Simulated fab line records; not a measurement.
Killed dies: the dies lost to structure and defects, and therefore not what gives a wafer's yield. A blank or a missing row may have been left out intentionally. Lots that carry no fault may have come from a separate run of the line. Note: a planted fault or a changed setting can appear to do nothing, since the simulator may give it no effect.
fab line records || flow ritCmos
[record] {"lots": 6, "wafers": 18, "lastDay": 8}
route steps=202 shown ACTIVE@1 M1@202
lots untouched by any fault: they come from a run of this same line in which no faults occurred
startH: the number of hours between the record's first day and the start of the first shown wafer of the lot || waitH: hours from the lot's prior step to this one || " identical to the entry in the row above || L1.1+2: several wafers, shown together as one row || - either no value or no given start || * or withheld: withheld || < > ~ a bound
route shown NAME@n: names a module that has steps shown in the file, with the first one's number in the route || usual: mean and standard deviation over wafers with no fault || same: alike in all rows || chamber/n: place in a boat || sites: per-site readings || _std_site: the standard deviation of these || _edge_site: mean of outer sites minus mean of inner sites || radiusMm: how far each site lies from the wafer's centre || mask NAME#n: copy n || behind: the tool/chamber that last shaped the wafer || hold: why the lot went on hold/how many hours it stayed there/how the hold came to an end || device: names the non-switching transistor (n, p or np) || end of line: tests run on the same wafers once the route is complete || a step without rows: its recipe alone || killed: the dies lost at the first sort to structure and to defects; this is not the yield of the wafer || map: the dies of a wafer, with x for killed, . for not killed, _ for no die there
set.NAME: the run value of the setting; set.NAME@STEP: its run value at that earlier step || model.NAME: the simulator's own value behind a step, which no gauge read
lots seen at some steps along the route; tables by step, rows by wafer
[[steps]]
[step RIT_ACTIVE_BOW_MEAS_00]
[recipe] {"mode": "bow"}
[usual] {"INCOMING_BOW": "0/6.6"}
{"lot.wafer": "L878.3", "tool": "filmMetro-04", "chamber": "-", "startH": 10.04, "waitH": "-", "INCOMING_BOW[um]": -1}
{"lot.wafer": "L878.5", "tool": "filmMetro-04", "chamber": "-", "startH": 10.04, "waitH": "-", "INCOMING_BOW[um]": -6}
{"lot.wafer": "L878.6", "tool": "filmMetro-04", "chamber": "-", "startH": 10.04, "waitH": "-", "INCOMING_BOW[um]": -6}
{"lot.wafer": "L882.1", "tool": "filmMetro-01", "chamber": "-", "startH": 30.00, "waitH": "-", "INCOMING_BOW[um]": -13}
{"lot.wafer": "L882.4", "tool": "filmMetro-01", "chamber": "-", "startH": 30.00, "waitH": "-", "INCOMING_BOW[um]": 5}
{"lot.wafer": "L882.5", "tool": "filmMetro-01", "chamber": "-", "startH": 30.00, "waitH": "-", "INCOMING_BOW[um]": -7}
{"lot.wafer": "L887.2", "tool": "filmMetro-02", "chamber": "-", "startH": 55.02, "waitH": "-", "INCOMING_BOW[um]": -11}
{"lot.wafer": "L887.4", "tool": "filmMetro-02", "chamber": "-", "startH": 55.02, "waitH": "-", "INCOMING_BOW[um]": 6}
{"lot.wafer": "L887.6", "tool": "filmMetro-02", "chamber": "-", "startH": 55.02, "waitH": "-", "INCOMING_BOW[um]": 0}
{"lot.wafer": "L889.1", "tool": "filmMetro-01", "chamber": "-", "startH": 65.00, "waitH": "-", "INCOMING_BOW[um]": 6}
{"lot.wafer": "L889.3", "tool": "filmMetro-01", "chamber": "-", "startH": 65.00, "waitH": "-", "INCOMING_BOW[um]": -6}
{"lot.wafer": "L889.4", "tool": "filmMetro-01", "chamber": "-", "startH": 65.00, "waitH": "-", "INCOMING_BOW[um]": 1}
{"lot.wafer": "L900.2", "tool": "filmMetro-04", "chamber": "-", "startH": 120.02, "waitH": "-", "INCOMING_BOW[um]": -1}
{"lot.wafer": "L900.3", "tool": "filmMetro-04", "chamber": "-", "startH": 120.02, "waitH": "-", "INCOMING_BOW[um]": -1}
{"lot.wafer": "L900.5", "tool": "filmMetro-04", "chamber": "-", "startH": 120.02, "waitH": "-", "INCOMING_BOW[um]": 3}
{"lot.wafer": "L901.3", "tool": "filmMetro-01", "chamber": "-", "startH": 125.04, "waitH": "-", "INCOMING_BOW[um]": -9}
{"lot.wafer": "L901.4", "tool": "filmMetro-01", "chamber": "-", "startH": 125.04, "waitH": "-", "INCOMING_BOW[um]": 1}
{"lot.wafer": "L901.6", "tool": "filmMetro-01", "chamber": "-", "startH": 125.04, "waitH": "-", "INCOMING_BOW[um]": 2}
[step RIT_ACTIVE_OXIDATION_01]
[recipe] {"tempC": 1000, "ambient": "O2", "targetThkA": 468, "oxTimeS": 3360}
[step RIT_ACTIVE_THK_MEAS_02]
[recipe] {"reads": "SiO2_of_ACTIVE_OXIDATION_01"}
[usual] {"ACTIVE_OXIDE_THK": "47.3/0.79"}
{"lot.wafer": "L878.3", "tool": "filmMetro-04", "chamber": "-", "startH": 13.13, "waitH": 0.0, "ACTIVE_OXIDE_THK[nm]": 47.1}
{"lot.wafer": "L878.5", "tool": "filmMetro-04", "chamber": "-", "startH": 13.13, "waitH": 0.0, "ACTIVE_OXIDE_THK[nm]": 47.8}
{"lot.wafer": "L878.6", "tool": "filmMetro-04", "chamber": "-", "startH": 13.13, "waitH": 0.0, "ACTIVE_OXIDE_THK[nm]": 48.5}
{"lot.wafer": "L882.1", "tool": "filmMetro-04", "chamber": "-", "startH": 34.37, "waitH": 0.0, "ACTIVE_OXIDE_THK[nm]": 47.1}
{"lot.wafer": "L882.4", "tool": "filmMetro-04", "chamber": "-", "startH": 34.37, "waitH": 0.0, "ACTIVE_OXIDE_THK[nm]": 46.6}
{"lot.wafer": "L882.5", "tool": "filmMetro-04", "chamber": "-", "startH": 34.37, "waitH": 0.0, "ACTIVE_OXIDE_THK[nm]": 46.3}
{"lot.wafer": "L887.2", "tool": "filmMetro-01", "chamber": "-", "startH": 60.12, "waitH": 0.0, "ACTIVE_OXIDE_THK[nm]": 46.1}
{"lot.wafer": "L887.4", "tool": "filmMetro-01", "chamber": "-", "startH": 60.12, "waitH": 0.0, "ACTIVE_OXIDE_THK[nm]": 46.4}
{"lot.wafer": "L887.6", "tool": "filmMetro-01", "chamber": "-", "startH": 60.12, "waitH": 0.0, "ACTIVE_OXIDE_THK[nm]": 46.3}
{"lot.wafer": "L889.1", "tool": "filmMetro-04", "chamber": "-", "startH": 67.05, "waitH": 0.0, "ACTIVE_OXIDE_THK[nm]": 46.6}
{"lot.wafer": "L889.3", "tool": "filmMetro-04", "chamber": "-", "startH": 67.05, "waitH": 0.0, "ACTIVE_OXIDE_THK[nm]": 48.1}
{"lot.wafer": "L889.4", "tool": "filmMetro-04", "chamber": "-", "startH": 67.05, "waitH": 0.0, "ACTIVE_OXIDE_THK[nm]": 47.1}
{"lot.wafer": "L900.2", "tool": "filmMetro-01", "chamber": "-", "startH": 125.69, "waitH": 0.0, "ACTIVE_OXIDE_THK[nm]": 46.9}
{"lot.wafer": "L900.3", "tool": "filmMetro-01", "chamber": "-", "startH": 125.69, "waitH": 0.0, "ACTIVE_OXIDE_THK[nm]": 47.3}
{"lot.wafer": "L900.5", "tool": "filmMetro-01", "chamber": "-", "startH": 125.69, "waitH": 0.0, "ACTIVE_OXIDE_THK[nm]": 46.6}
{"lot.wafer": "L901.3", "tool": "filmMetro-04", "chamber": "-", "startH": 132.46, "waitH": 0.0, "ACTIVE_OXIDE_THK[nm]": 48.7}
{"lot.wafer": "L901.4", "tool": "filmMetro-04", "chamber": "-", "startH": 132.46, "waitH": 0.0, "ACTIVE_OXIDE_THK[nm]": 48.4}
{"lot.wafer": "L901.6", "tool": "filmMetro-04", "chamber": "-", "startH": 132.46, "waitH": 0.0, "ACTIVE_OXIDE_THK[nm]": 48.2}
[step RIT_ACTIVE_CVD_03]
[recipe] {"material": "Si3N4", "targetThkNm": 150, "tempC": 810, "precursor": "SiH2Cl2/NH3", "timeS": 1500, "pressureMtorr": 300, "sih2cl2FlowSccm": 60, "nh3FlowSccm": 150}
[step RIT_ACTIVE_THK_MEAS_04]
[recipe] {"reads": "Si3N4_of_ACTIVE_CVD_03"}
[usual] {"ACTIVE_NITRIDE_THK": "149.7/1.2"}
{"lot.wafer": "L878.3", "tool": "filmMetro-02", "chamber": "-", "startH": 14.61, "waitH": 0.0, "ACTIVE_NITRIDE_THK[nm]": 150.0}
{"lot.wafer": "L878.5", "tool": "filmMetro-02", "chamber": "-", "startH": 14.61, "waitH": 0.0, "ACTIVE_NITRIDE_THK[nm]": 149.8}
{"lot.wafer": "L878.6", "tool": "filmMetro-02", "chamber": "-", "startH": 14.61, "waitH": 0.0, "ACTIVE_NITRIDE_THK[nm]": 150.6}
{"lot.wafer": "L882.1", "tool": "filmMetro-04", "chamber": "-", "startH": 35.84, "waitH": 0.0, "ACTIVE_NITRIDE_THK[nm]": 149.7}
{"lot.wafer": "L882.4", "tool": "filmMetro-04", "chamber": "-", "startH": 35.84, "waitH": 0.0, "ACTIVE_NITRIDE_THK[nm]": 150.7}
{"lot.wafer": "L882.5", "tool": "filmMetro-04", "chamber": "-", "startH": 35.84, "waitH": 0.0, "ACTIVE_NITRIDE_THK[nm]": 151.2}
{"lot.wafer": "L887.2", "tool": "filmMetro-01", "chamber": "-", "startH": 61.59, "waitH": 0.0, "ACTIVE_NITRIDE_THK[nm]": 151.6}
{"lot.wafer": "L887.4", "tool": "filmMetro-01", "chamber": "-", "startH": 61.59, "waitH": 0.0, "ACTIVE_NITRIDE_THK[nm]": 150.6}
{"lot.wafer": "L887.6", "tool": "filmMetro-01", "chamber": "-", "startH": 61.59, "waitH": 0.0, "ACTIVE_NITRIDE_THK[nm]": 150.3}
{"lot.wafer": "L889.1", "tool": "filmMetro-01", "chamber": "-", "startH": 68.53, "waitH": 0.0, "ACTIVE_NITRIDE_THK[nm]": 149.3}
{"lot.wafer": "L889.3", "tool": "filmMetro-01", "chamber": "-", "startH": 68.53, "waitH": 0.0, "ACTIVE_NITRIDE_THK[nm]": 149.3}
{"lot.wafer": "L889.4", "tool": "filmMetro-01", "chamber": "-", "startH": 68.53, "waitH": 0.0, "ACTIVE_NITRIDE_THK[nm]": 149.3}
{"lot.wafer": "L900.2", "tool": "filmMetro-04", "chamber": "-", "startH": 127.88, "waitH": 0.0, "ACTIVE_NITRIDE_THK[nm]": 149.2}
{"lot.wafer": "L900.3", "tool": "filmMetro-04", "chamber": "-", "startH": 127.88, "waitH": 0.0, "ACTIVE_NITRIDE_THK[nm]": 149.5}
{"lot.wafer": "L900.5", "tool": "filmMetro-04", "chamber": "-", "startH": 127.88, "waitH": 0.0, "ACTIVE_NITRIDE_THK[nm]": 149.0}
{"lot.wafer": "L901.3", "tool": "filmMetro-02", "chamber": "-", "startH": 133.94, "waitH": 0.0, "ACTIVE_NITRIDE_THK[nm]": 150.3}
{"lot.wafer": "L901.4", "tool": "filmMetro-02", "chamber": "-", "startH": 133.94, "waitH": 0.0, "ACTIVE_NITRIDE_THK[nm]": 149.5}
{"lot.wafer": "L901.6", "tool": "filmMetro-02", "chamber": "-", "startH": 133.94, "waitH": 0.0, "ACTIVE_NITRIDE_THK[nm]": 150.1}
[step RIT_ACTIVE_HMDS_05]
[recipe] {"primeTimeS": 57.66, "primeTempC": 140}
[step RIT_ACTIVE_COAT_06]
[recipe] {"resist": "NOVOLAK", "spinRpm": 3250, "resistThkNm": 1000}
[step RIT_ACTIVE_SOFTBAKE_07]
[recipe] {"resist": "NOVOLAK", "tempC": 90, "timeS": 60}
[usual] {"heaterPowerTotalW": "34.56/0.05", "plateTempC": "89.99/0.13"}
{"lot.wafer": "L878.3", "tool": "lithoTrack-03", "chamber": 0, "startH": 15.00, "waitH": 0.1, "heaterPowerTotalW": 34.60, "plateTempC": 89.92, "model.NOVOLAK_of_ACTIVE_COAT_06.thkNm": 994.7}
{"lot.wafer": "L878.5", "tool": "lithoTrack-03", "chamber": 0, "startH": 15.00, "waitH": 0.1, "heaterPowerTotalW": 34.62, "plateTempC": 90.10, "model.NOVOLAK_of_ACTIVE_COAT_06.thkNm": 994.2}
{"lot.wafer": "L878.6", "tool": "lithoTrack-03", "chamber": 0, "startH": 15.00, "waitH": 0.1, "heaterPowerTotalW": 34.58, "plateTempC": 89.85, "model.NOVOLAK_of_ACTIVE_COAT_06.thkNm": 993.4}
{"lot.wafer": "L882.1", "tool": "lithoTrack-04", "chamber": 0, "startH": 36.20, "waitH": 0.1, "heaterPowerTotalW": 34.55, "plateTempC": 89.72, "model.NOVOLAK_of_ACTIVE_COAT_06.thkNm": 999.3}
{"lot.wafer": "L882.4", "tool": "lithoTrack-04", "chamber": 0, "startH": 36.20, "waitH": 0.1, "heaterPowerTotalW": 34.60, "plateTempC": 89.99, "model.NOVOLAK_of_ACTIVE_COAT_06.thkNm": 999.2}
{"lot.wafer": "L882.5", "tool": "lithoTrack-04", "chamber": 0, "startH": 36.20, "waitH": 0.1, "heaterPowerTotalW": 34.56, "plateTempC": 89.84, "model.NOVOLAK_of_ACTIVE_COAT_06.thkNm": 999.1}
{"lot.wafer": "L887.2", "tool": "lithoTrack-03", "chamber": 0, "startH": 61.97, "waitH": 0.1, "heaterPowerTotalW": 35.61, "plateTempC": 92.06, "model.NOVOLAK_of_ACTIVE_COAT_06.thkNm": 986.8}
{"lot.wafer": "L887.4", "tool": "lithoTrack-03", "chamber": 0, "startH": 61.97, "waitH": 0.1, "heaterPowerTotalW": 35.68, "plateTempC": 92.31, "model.NOVOLAK_of_ACTIVE_COAT_06.thkNm": 989.9}
{"lot.wafer": "L887.6", "tool": "lithoTrack-03", "chamber": 0, "startH": 61.97, "waitH": 0.1, "heaterPowerTotalW": 35.64, "plateTempC": 92.01, "model.NOVOLAK_of_ACTIVE_COAT_06.thkNm": 990.4}
{"lot.wafer": "L889.1", "tool": "lithoTrack-03", "chamber": 0, "startH": 68.89, "waitH": 0.1, "heaterPowerTotalW": 35.57, "plateTempC": 91.94, "model.NOVOLAK_of_ACTIVE_COAT_06.thkNm": 992}
{"lot.wafer": "L889.3", "tool": "lithoTrack-03", "chamber": 0, "startH": 68.89, "waitH": 0.1, "heaterPowerTotalW": 35.66, "plateTempC": 92.18, "model.NOVOLAK_of_ACTIVE_COAT_06.thkNm": 991.8}
{"lot.wafer": "L889.4", "tool": "lithoTrack-03", "chamber": 0, "startH": 68.89, "waitH": 0.1, "heaterPowerTotalW": 35.54, "plateTempC": 92.33, "model.NOVOLAK_of_ACTIVE_COAT_06.thkNm": 992.7}
{"lot.wafer": "L900.2", "tool": "lithoTrack-04", "chamber": 0, "startH": 128.25, "waitH": 0.1, "heaterPowerTotalW": 34.57, "plateTempC": 89.86, "model.NOVOLAK_of_ACTIVE_COAT_06.thkNm": 1002}
{"lot.wafer": "L900.3", "tool": "lithoTrack-04", "chamber": 0, "startH": 128.25, "waitH": 0.1, "heaterPowerTotalW": 34.54, "plateTempC": 89.94, "model.NOVOLAK_of_ACTIVE_COAT_06.thkNm": 999.5}
{"lot.wafer": "L900.5", "tool": "lithoTrack-04", "chamber": 0, "startH": 128.25, "waitH": 0.1, "heaterPowerTotalW": 34.53, "plateTempC": 89.80, "model.NOVOLAK_of_ACTIVE_COAT_06.thkNm": 1001}
{"lot.wafer": "L901.3", "tool": "lithoTrack-01", "chamber": 0, "startH": 134.33, "waitH": 0.1, "heaterPowerTotalW": 34.42, "plateTempC": 90.09, "model.NOVOLAK_of_ACTIVE_COAT_06.thkNm": 1001}
{"lot.wafer": "L901.4", "tool": "lithoTrack-01", "chamber": 0, "startH": 134.33, "waitH": 0.1, "heaterPowerTotalW": 34.68, "plateTempC": 90.11, "model.NOVOLAK_of_ACTIVE_COAT_06.thkNm": 1000}
{"lot.wafer": "L901.6", "tool": "lithoTrack-01", "chamber": 0, "startH": 134.33, "waitH": 0.1, "heaterPowerTotalW": 34.60, "plateTempC": 89.93, "model.NOVOLAK_of_ACTIVE_COAT_06.thkNm": 998.3}
[step RIT_ACTIVE_EXPOSE_08]
[recipe] {"maskId": "M1", "na": 0.6, "sourceShape": "conventional", "sigmaOuter": 0.6, "targetCdNm": 1400, "doseMj": 225}
[step RIT_ACTIVE_PEB_09]
[recipe] {"resist": "NOVOLAK", "tempC": "withheld", "timeS": "withheld"}
[step RIT_ACTIVE_DEVELOP_10]
[recipe] {"resist": "NOVOLAK", "developTimeS": 50, "devTempC": 23}
{"lot.wafer": "L878.3", "tool": "lithoTrack-03", "chamber": 0, "startH": "-", "waitH": "-", "model.NOVOLAK_of_ACTIVE_COAT_06.thkNm": 994.3}
{"lot.wafer": "L878.5", "tool": "lithoTrack-03", "chamber": 0, "startH": "-", "waitH": "-", "model.NOVOLAK_of_ACTIVE_COAT_06.thkNm": 993.9}
{"lot.wafer": "L878.6", "tool": "lithoTrack-03", "chamber": 0, "startH": "-", "waitH": "-", "model.NOVOLAK_of_ACTIVE_COAT_06.thkNm": 993}
{"lot.wafer": "L882.1+4", "tool": "lithoTrack-03", "chamber": 0, "startH": "-", "waitH": "-", "model.NOVOLAK_of_ACTIVE_COAT_06.thkNm": 998.9}
{"lot.wafer": "L882.5", "tool": "lithoTrack-03", "chamber": 0, "startH": "-", "waitH": "-", "model.NOVOLAK_of_ACTIVE_COAT_06.thkNm": 998.8}
{"lot.wafer": "L887.2", "tool": "lithoTrack-04", "chamber": 0, "startH": "-", "waitH": "-", "model.NOVOLAK_of_ACTIVE_COAT_06.thkNm": 986.5}
{"lot.wafer": "L887.4", "tool": "lithoTrack-04", "chamber": 0, "startH": "-", "waitH": "-", "model.NOVOLAK_of_ACTIVE_COAT_06.thkNm": 989.6}
{"lot.wafer": "L887.6", "tool": "lithoTrack-04", "chamber": 0, "startH": "-", "waitH": "-", "model.NOVOLAK_of_ACTIVE_COAT_06.thkNm": 990.1}
{"lot.wafer": "L889.1", "tool": "lithoTrack-04", "chamber": 0, "startH": "-", "waitH": "-", "model.NOVOLAK_of_ACTIVE_COAT_06.thkNm": 991.6}
{"lot.wafer": "L889.3", "tool": "lithoTrack-04", "chamber": 0, "startH": "-", "waitH": "-", "model.NOVOLAK_of_ACTIVE_COAT_06.thkNm": 991.5}
{"lot.wafer": "L889.4", "tool": "lithoTrack-04", "chamber": 0, "startH": "-", "waitH": "-", "model.NOVOLAK_of_ACTIVE_COAT_06.thkNm": 992.4}
{"lot.wafer": "L900.2", "tool": "lithoTrack-03", "chamber": 0, "startH": "-", "waitH": "-", "model.NOVOLAK_of_ACTIVE_COAT_06.thkNm": 1001}
{"lot.wafer": "L900.3", "tool": "lithoTrack-03", "chamber": 0, "startH": "-", "waitH": "-", "model.NOVOLAK_of_ACTIVE_COAT_06.thkNm": 999.1}
{"lot.wafer": "L900.5", "tool": "lithoTrack-03", "chamber": 0, "startH": "-", "waitH": "-", "model.NOVOLAK_of_ACTIVE_COAT_06.thkNm": 1000}
{"lot.wafer": "L901.3", "tool": "lithoTrack-04", "chamber": 0, "startH": "-", "waitH": "-", "model.NOVOLAK_of_ACTIVE_COAT_06.thkNm": 1000}
{"lot.wafer": "L901.4", "tool": "lithoTrack-04", "chamber": 0, "startH": "-", "waitH": "-", "model.NOVOLAK_of_ACTIVE_COAT_06.thkNm": 999.7}
{"lot.wafer": "L901.6", "tool": "lithoTrack-04", "chamber": 0, "startH": "-", "waitH": "-", "model.NOVOLAK_of_ACTIVE_COAT_06.thkNm": 998}
[step RIT_ACTIVE_CD_MEAS_11]
[recipe] {"targetCdNm": 1400}
[usual] {"cdNm": "1400.5/2.6"}
{"lot.wafer": "L878.3", "tool": "cdSem-02", "chamber": "-", "startH": 15.66, "waitH": "-", "cdNm": 1397.5}
{"lot.wafer": "L878.5", "tool": "cdSem-02", "chamber": "-", "startH": 15.66, "waitH": "-", "cdNm": 1400.4}
{"lot.wafer": "L878.6", "tool": "cdSem-02", "chamber": "-", "startH": 15.66, "waitH": "-", "cdNm": 1399.9}
{"lot.wafer": "L882.1", "tool": "cdSem-01", "chamber": "-", "startH": 36.92, "waitH": "-", "cdNm": 1397.2}
{"lot.wafer": "L882.4", "tool": "cdSem-01", "chamber": "-", "startH": 36.92, "waitH": "-", "cdNm": 1396.6}
{"lot.wafer": "L882.5", "tool": "cdSem-01", "chamber": "-", "startH": 36.92, "waitH": "-", "cdNm": 1397.9}
{"lot.wafer": "L887.2", "tool": "cdSem-02", "chamber": "-", "startH": 62.73, "waitH": "-", "cdNm": 1398.9}
{"lot.wafer": "L887.4", "tool": "cdSem-02", "chamber": "-", "startH": 62.73, "waitH": "-", "cdNm": 1397.0}
{"lot.wafer": "L887.6", "tool": "cdSem-02", "chamber": "-", "startH": 62.73, "waitH": "-", "cdNm": 1399.6}
{"lot.wafer": "L889.1", "tool": "cdSem-01", "chamber": "-", "startH": 69.44, "waitH": "-", "cdNm": 1397.7}
{"lot.wafer": "L889.3", "tool": "cdSem-01", "chamber": "-", "startH": 69.44, "waitH": "-", "cdNm": 1397.2}
{"lot.wafer": "L889.4", "tool": "cdSem-01", "chamber": "-", "startH": 69.44, "waitH": "-", "cdNm": 1397.4}
{"lot.wafer": "L900.2", "tool": "cdSem-01", "chamber": "-", "startH": 129.04, "waitH": "-", "cdNm": 1406.3}
{"lot.wafer": "L900.3", "tool": "cdSem-01", "chamber": "-", "startH": 129.04, "waitH": "-", "cdNm": 1403.7}
{"lot.wafer": "L900.5", "tool": "cdSem-01", "chamber": "-", "startH": 129.04, "waitH": "-", "cdNm": 1406.0}
{"lot.wafer": "L901.3", "tool": "cdSem-01", "chamber": "-", "startH": 134.99, "waitH": "-", "cdNm": 1399.5}
{"lot.wafer": "L901.4", "tool": "cdSem-01", "chamber": "-", "startH": 134.99, "waitH": "-", "cdNm": 1399.3}
{"lot.wafer": "L901.6", "tool": "cdSem-01", "chamber": "-", "startH": 134.99, "waitH": "-", "cdNm": 1399.1}
[step RIT_M1_PROBE_99]
[usual] {"killedAtContacts": "0.0/0.2", "killedAtFrontEnd": "7.0/2.8", "killedDies": "7.0/2.8", "killedOpen": "3.4/1.9", "killedShort": "3.6/2"}
[same] {"grossDies": 264, "killed_at_M0_to_M3": 0, "killed_at_M4_up": 0, "killedAtBackSide": 0, "killedAtOther": 0}
{"lot.wafer": "L878.3", "tool": "prober-01", "chamber": "-", "startH": 65.26, "waitH": 0.2, "killedAtContacts": 1, "killedAtFrontEnd": 14, "killedDies": 15, "killedOpen": 11, "killedShort": 4}
{"lot.wafer": "L878.5", "tool": "prober-01", "chamber": "-", "startH": 65.36, "waitH": 0.2, "killedAtContacts": 0, "killedAtFrontEnd": 8, "killedDies": 8, "killedOpen": 6, "killedShort": 2}
{"lot.wafer": "L878.6", "tool": "prober-01", "chamber": "-", "startH": 65.41, "waitH": 0.2, "killedAtContacts": 1, "killedAtFrontEnd": 10, "killedDies": 11, "killedOpen": 6, "killedShort": 5}
{"lot.wafer": "L882.1", "tool": "prober-02", "chamber": "-", "startH": 88.51, "waitH": 0.1, "killedAtContacts": 0, "killedAtFrontEnd": 5, "killedDies": 5, "killedOpen": 3, "killedShort": 2}
{"lot.wafer": "L882.4", "tool": "prober-02", "chamber": "-", "startH": 88.66, "waitH": 0.2, "killedAtContacts": 0, "killedAtFrontEnd": 6, "killedDies": 6, "killedOpen": 3, "killedShort": 3}
{"lot.wafer": "L882.5", "tool": "prober-02", "chamber": "-", "startH": 88.71, "waitH": 0.2, "killedAtContacts": 0, "killedAtFrontEnd": 6, "killedDies": 6, "killedOpen": 4, "killedShort": 2}
{"lot.wafer": "L887.2", "tool": "prober-01", "chamber": "-", "startH": 112.27, "waitH": 0.1, "killedAtContacts": 0, "killedAtFrontEnd": 13, "killedDies": 13, "killedOpen": 7, "killedShort": 6}
{"lot.wafer": "L887.4", "tool": "prober-01", "chamber": "-", "startH": 112.37, "waitH": 0.2, "killedAtContacts": 0, "killedAtFrontEnd": 8, "killedDies": 8, "killedOpen": 7, "killedShort": 1}
{"lot.wafer": "L887.6", "tool": "prober-01", "chamber": "-", "startH": 112.47, "waitH": 0.2, "killedAtContacts": 0, "killedAtFrontEnd": 7, "killedDies": 7, "killedOpen": 3, "killedShort": 4}
{"lot.wafer": "L889.1", "tool": "prober-01", "chamber": "-", "startH": 123.36, "waitH": 0.1, "killedAtContacts": 0, "killedAtFrontEnd": 12, "killedDies": 12, "killedOpen": 6, "killedShort": 6}
{"lot.wafer": "L889.3", "tool": "prober-01", "chamber": "-", "startH": 123.46, "waitH": 0.2, "killedAtContacts": 0, "killedAtFrontEnd": 9, "killedDies": 9, "killedOpen": 4, "killedShort": 5}
{"lot.wafer": "L889.4", "tool": "prober-01", "chamber": "-", "startH": 123.51, "waitH": 0.2, "killedAtContacts": 0, "killedAtFrontEnd": 9, "killedDies": 9, "killedOpen": 4, "killedShort": 5}
{"lot.wafer": "L900.2", "tool": "prober-01", "chamber": "-", "startH": 179.28, "waitH": 0.1, "killedAtContacts": 0, "killedAtFrontEnd": 5, "killedDies": 5, "killedOpen": 3, "killedShort": 2}
{"lot.wafer": "L900.3", "tool": "prober-01", "chamber": "-", "startH": 179.33, "waitH": 0.2, "killedAtContacts": 0, "killedAtFrontEnd": 9, "killedDies": 9, "killedOpen": 2, "killedShort": 7}
{"lot.wafer": "L900.5", "tool": "prober-01", "chamber": "-", "startH": 179.43, "waitH": 0.2, "killedAtContacts": 0, "killedAtFrontEnd": 8, "killedDies": 8, "killedOpen": 5, "killedShort": 3}
{"lot.wafer": "L901.3", "tool": "prober-01", "chamber": "-", "startH": 184.78, "waitH": 0.2, "killedAtContacts": 0, "killedAtFrontEnd": 5, "killedDies": 5, "killedOpen": 0, "killedShort": 5}
{"lot.wafer": "L901.4", "tool": "prober-01", "chamber": "-", "startH": 184.83, "waitH": 0.2, "killedAtContacts": 0, "killedAtFrontEnd": 3, "killedDies": 3, "killedOpen": 1, "killedShort": 2}
{"lot.wafer": "L901.6", "tool": "prober-01", "chamber": "-", "startH": 184.93, "waitH": 0.2, "killedAtContacts": 0, "killedAtFrontEnd": 4, "killedDies": 4, "killedOpen": 2, "killedShort": 2}
// killed by level:class
L878.3 GATE:geometricParticle:open=3 REOX:geometricParticle:open=3 SPACER:geometricParticle:open=3 FOX1:geometricParticle:open=1 GATE:geometricParticle:short=1 REOX:geometricParticle:short=1 SPACER:geometricParticle:short=1 SILICIDE:geometricParticle:open=1
L878.5 GATE:geometricParticle:open=3 GATE:geometricParticle:short=2 REOX:geometricParticle:open=1 SPACER:geometricParticle:open=1 SILICIDE:geometricParticle:open=1
L878.6 SPACER:geometricParticle:short=4 REOX:geometricParticle:open=3 FOX1:geometricParticle:open=1 GATE:geometricParticle:short=1 SPACER:geometricParticle:open=1 CONTACT:geometricParticle:open=1
L882.1 SPACER:geometricParticle:open=2 FOX1:geometricParticle:open=1 GATE:geometricParticle:short=1 REOX:geometricParticle:short=1
L882.4 GATE:geometricParticle:open=2 FOX1:geometricParticle:short=1 FOX2:geometricParticle:short=1 SPACER:geometricParticle:open=1 SPACER:geometricParticle:short=1
L882.5 REOX:geometricParticle:open=2 FOX2:geometricParticle:open=1 GATE:geometricParticle:short=1 REOX:geometricParticle:short=1 SPACER:geometricParticle:open=1
L887.2 FOX2:geometricParticle:open=3 GATE:geometricParticle:short=2 GATE:geometricParticle:open=2 REOX:geometricParticle:short=2 FOX2:geometricParticle:short=1 SPACER:geometricParticle:open=1 SILICIDE:geometricParticle:short=1 SILICIDE:geometricParticle:open=1
L887.4 GATE:geometricParticle:open=3 SILICIDE:geometricParticle:open=3 FOX2:geometricParticle:open=1 REOX:geometricParticle:short=1
L887.6 SILICIDE:geometricParticle:open=2 SILICIDE:geometricParticle:short=2 GATE:geometricParticle:short=1 REOX:geometricParticle:short=1 SPACER:geometricParticle:open=1
L889.1 GATE:geometricParticle:short=3 FOX2:geometricParticle:open=2 FOX2:geometricParticle:short=2 FOX1:geometricParticle:short=1 GATE:geometricParticle:open=1 REOX:geometricParticle:open=1 SPACER:geometricParticle:open=1 SILICIDE:geometricParticle:open=1
L889.3 REOX:geometricParticle:short=5 FOX1:geometricParticle:open=3 SILICIDE:geometricParticle:open=1
L889.4 REOX:geometricParticle:short=3 FOX1:geometricParticle:open=1 FOX2:geometricParticle:open=1 GATE:geometricParticle:open=1 GATE:geometricParticle:short=1 REOX:geometricParticle:open=1 SILICIDE:geometricParticle:short=1
L900.2 FOX1:geometricParticle:short=1 GATE:geometricParticle:open=1 REOX:geometricParticle:open=1 SPACER:geometricParticle:open=1 SPACER:geometricParticle:short=1
L900.3 GATE:geometricParticle:short=4 FOX1:geometricParticle:short=2 GATE:geometricParticle:open=2 SPACER:geometricParticle:short=1
L900.5 GATE:geometricParticle:open=3 FOX1:geometricParticle:open=2 GATE:geometricParticle:short=2 SPACER:geometricParticle:short=1
L901.3 FOX1:geometricParticle:short=1 FOX2:geometricParticle:short=1 GATE:geometricParticle:short=1 REOX:geometricParticle:short=1 SILICIDE:geometricParticle:short=1
L901.4 FOX1:geometricParticle:open=1 GATE:geometricParticle:short=1 SPACER:geometricParticle:short=1
L901.6 GATE:geometricParticle:short=1 GATE:geometricParticle:open=1 REOX:geometricParticle:open=1 SPACER:geometricParticle:short=1
[[key]]
[firstSign] {"step": "RIT_ACTIVE_SOFTBAKE_07", "reading": "heaterPowerTotalW", "direction": "up", "sigmas": 21, "usual": 34.56, "struck": 35.61}
[effect] {"step": "RIT_ACTIVE_SOFTBAKE_07", "reading": "plateTempC", "direction": "up", "sigmas": 17, "usual": "*", "struck": "*"}
[modelEffect] {"step": "RIT_ACTIVE_SOFTBAKE_07", "value": "NOVOLAK_of_ACTIVE_COAT_06.thkNm", "without": 995.9, "struck": 990.6}
[modelEffect] {"step": "RIT_ACTIVE_DEVELOP_10", "value": "NOVOLAK_of_ACTIVE_COAT_06.thkNm", "without": 995.6, "struck": 990.3}
metAt RIT_ACTIVE_SOFTBAKE_07
struckWafers L887.2,L887.4,L887.6,L889.1,L889.3,L889.4
testerLeftOut L887,L889
onsetBetween 15.00 61.97
[fault] {"kind": "processParameterDrift", "tool": "lithoTrack-03", "chamber": "-", "onsetH": 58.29, "steps": "RIT_ACTIVE_SOFTBAKE_07", "channel": "tempC", "offset": "*", "shape": "step", "endH": 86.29, "actsIn": "*", "stated": "*"}
// testerLeftOut: of these lots the tester's yield and bins aren't shown, on N5 and GAA mostly nor the transistor test; their killed dies are dies lost to structure and defects alone, not to doping, threshold or leakage, so they don't give the yield
